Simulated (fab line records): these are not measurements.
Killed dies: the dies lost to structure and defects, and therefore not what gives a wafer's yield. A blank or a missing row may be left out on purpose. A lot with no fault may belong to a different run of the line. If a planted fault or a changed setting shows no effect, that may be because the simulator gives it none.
Which tool is to blame?	flow rit-cmos	Sampling: 14 lots, 42 wafers, 4 of 202 route steps

## WHAT THE GAUGES READ, wafer by wafer
RIT_ACTIVE_BOW_MEAS_00. Usual: INCOMING_BOW gives -1 um (standard deviation 6.3).
lot	measured	on	INCOMING_BOW (um)	flag
L279	day 1 10:00	film-metro-02	-6 5 -5	
L280	day 1 15:00	film-metro-01	14 -14 -3	
L281	day 1 20:02	film-metro-03	-15 1 -7	
L284	day 2 11:00	film-metro-01	2 -9 -3	
L285	day 2 16:01	film-metro-02	-6 -3 -6	
L286	day 2 21:01	film-metro-02	4 7 8	
L291	day 3 22:00	film-metro-01	1 -4 -8	
L292	day 4 03:00	film-metro-03	6 6 -5	
L293	day 4 08:00	film-metro-03	-4 7 9	
L294	day 4 13:00	film-metro-02	11 6 -5	
L295	day 4 18:01	film-metro-01	-5 3 1	
L297	day 5 04:01	film-metro-01	2 8 12	
L300	day 5 19:01	film-metro-02	7 -7 -1	
L302	day 6 05:00	film-metro-03	1 -6 0	

RIT_CONTACT_OVL_MEAS_09. Usual: CONTACT_OVL gives -0.6 nm (standard deviation 1.4).
lot	measured	on	CONTACT_OVL (nm)	flag
L279	day 3 05:10	overlay-02	-0.3 -0.9 -0.9	
L280	day 3 09:25	overlay-01	-0.4 -2.0 -0.7	
L281	day 3 13:32	overlay-01	0.5 -1.0 0.2	
L284	day 4 11:38	overlay-02	-0.2 -2.3 -2.9	
L285	day 4 17:08	overlay-01	-1.5 0.4 -0.7	
L286	day 4 17:29	overlay-02	-0.3 0.2 0.5	
L291	day 5 21:50	overlay-01	-0.2 -1.8 -1.0	
L292	day 6 03:43	overlay-01	-3.0 -0.5 -3.8	
L293	day 6 02:59	overlay-01	-0.1 -1.7 -0.2	
L294	day 6 11:20	overlay-01	-0.7 0.4 0.1	
L295	day 6 12:20	overlay-02	0.7 1.5 1.9	
L297	day 6 22:40	overlay-01	-0.3 0.1 -0.2	
L300	day 7 13:21	overlay-02	-0.3 -0.5 -0.7	
L302	day 7 23:11	overlay-02	1.8 -0.2 1.3	

RIT_M1_CD_MEAS_09: target cd 2600 nm. Usual: cd-nm 2600.8 nm, standard deviation 2.1.
lot	measured	on	cd-nm (nm)	flag
L279	day 3 07:33	cd-sem-02	2598.4 2601.0 2599.5	
L280	day 3 11:47	cd-sem-01	2603.2 2602.7 2601.8	
L281	day 3 15:56	cd-sem-01	2598.9 2601.8 2600.4	
L284	day 4 14:17	cd-sem-02	2603.7 2602.6 2603.1	
L285	day 4 19:46	cd-sem-01	2602.7 2601.2 2600.5	
L286	day 4 19:55	cd-sem-02	2597.2 2600.3 2598.8	
L291	day 6 00:19	cd-sem-01	2600.3 2599.0 2599.7	
L292	day 6 06:14	cd-sem-02	2601.2 2599.1 2598.8	
L293	day 6 05:30	cd-sem-01	2599.8 2600.0 2599.9	
L294	day 6 14:01	cd-sem-01	2599.9 2601.2 2598.8	
L295	day 6 15:04	cd-sem-02	2604.8 2602.0 2604.6	
L297	day 7 01:14	cd-sem-01	2593.9 2596.5 2595.9	
L300	day 7 15:52	cd-sem-02	2601.3 2602.8 2599.7	
L302	day 8 01:43	cd-sem-02	2600.3 2603.2 2603.3	

## TOOL THAT RAN EACH LOT (tool first, then ch and the chambers of the sampled wafers, then the start)
lot	RIT_CONTACT_ETCH_11
L279	rie-diel-01 ch 0,1,3, day 3 05:22
L280	rie-diel-02 ch 0,1,3, day 3 09:36
L281	rie-diel-04 ch 0,1, day 3 13:43
L284	rie-diel-02 ch 2,3, day 4 11:57
L285	rie-diel-04 ch 0,2,3, day 4 17:22
L286	rie-diel-02 ch 0,1,3, day 4 17:40
L291	rie-diel-02 ch 0,1,2, day 5 22:01
L292	rie-diel-02 ch 0,1,2, day 6 03:54
L293	rie-diel-04 ch 0,1,2, day 6 03:10
L294	rie-diel-01 ch 0,2, day 6 11:49
L295	rie-diel-04 ch 0,2,3, day 6 12:31
L297	rie-diel-01 ch 0,1, day 6 22:51
L300	rie-diel-04 ch 2,3, day 7 13:32
L302	rie-diel-01 ch 2,3, day 7 23:22
- RIT_CONTACT_ETCH_11: etches SiO2 in CHF3/CF4/Ar, stops on TiSi2, target depth 480 nm, time 320 s.

## AS READ BY THE TOOLS THEMSELVES (means over the sampled wafers that have a number; for cases with no such wafer, the mark the record gives instead)
RIT_CONTACT_ETCH_11. Usual: drypump-motor-current-A 5.7 A, standard deviation 0.39; oes-product-au 0.983 a.u., standard deviation 0.015; rf-fwd-power-W 199.7 W, standard deviation 0.59; throttle-valve-pct 8.90 %, standard deviation 0.12.
lot	tool	drypump-motor-current-A (A)	oes-product-au (a.u.)	rf-fwd-power-W (W)	throttle-valve-pct (%)	flag
L279	rie-diel-01	5.7	0.987	199.9	9.04	
L280	rie-diel-02	5.7	0.989	199.7	8.95	
L281	rie-diel-04	5.6	0.991	199.6	8.82	
L284	rie-diel-02	5.9	0.966	199.5	8.93	
L285	rie-diel-04	5.6	0.980	199.5	8.83	
L286	rie-diel-02	5.7	0.985	199.8	8.95	
L291	rie-diel-02	5.8	0.990	168.3	8.93	OFF
L292	rie-diel-02	5.8	0.987	167.6	8.92	OFF
L293	rie-diel-04	5.7	0.991	200.1	8.84	
L294	rie-diel-01	5.9	0.988	199.3	8.78	
L295	rie-diel-04	5.6	0.976	200.0	8.82	
L297	rie-diel-01	6.0	0.979	199.6	9.06	
L300	rie-diel-04	5.6	0.977	199.6	8.88	
L302	rie-diel-01	5.7	0.993	199.5	8.87	

## THE ANSWER, worked out from the rows above alone
Rule: take the mean of a lot's wafers that have a number; if it is more than 3 standard deviations from the usual mean, the lot is off. Also off: a lot with no number at a reading for which 4 or more lots have one. Any other lot the step has rows for is counted as sound. The gauges are gone through in route order, then the tools' own readings, and for those a lot's mean is taken as printed above. At the first step where some lot is off, the reading lying furthest off is the one used; lots without a number count as furthest.
Off: L291, L292, at RIT_CONTACT_ETCH_11 (rf-fwd-power-W).
If a tool, at that step or one of the process steps before it, ran each lot that is off and ran no sound lot following the first of them, it fits. One fits: rie-diel-02 at RIT_CONTACT_ETCH_11. A fault onset in the window from L286 (day 4 17:40, its last sound lot) to L291 (day 5 22:01, its first lot off) fits.
The tool's own readings at RIT_CONTACT_ETCH_11 bear it out: on the lots that are off they differ by more than 5 times the standard deviation of the sound lots' means. rf-fwd-power-W reads 167.9 W there against 199.7 W on the sound lots.

## WHAT THE SIMULATOR PUT IN
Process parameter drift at RIT_CONTACT_ETCH_11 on rie-diel-02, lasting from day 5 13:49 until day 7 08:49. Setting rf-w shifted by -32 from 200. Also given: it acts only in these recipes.
Struck lots among those shown: L291, L292. The rule given above showed the same thing.
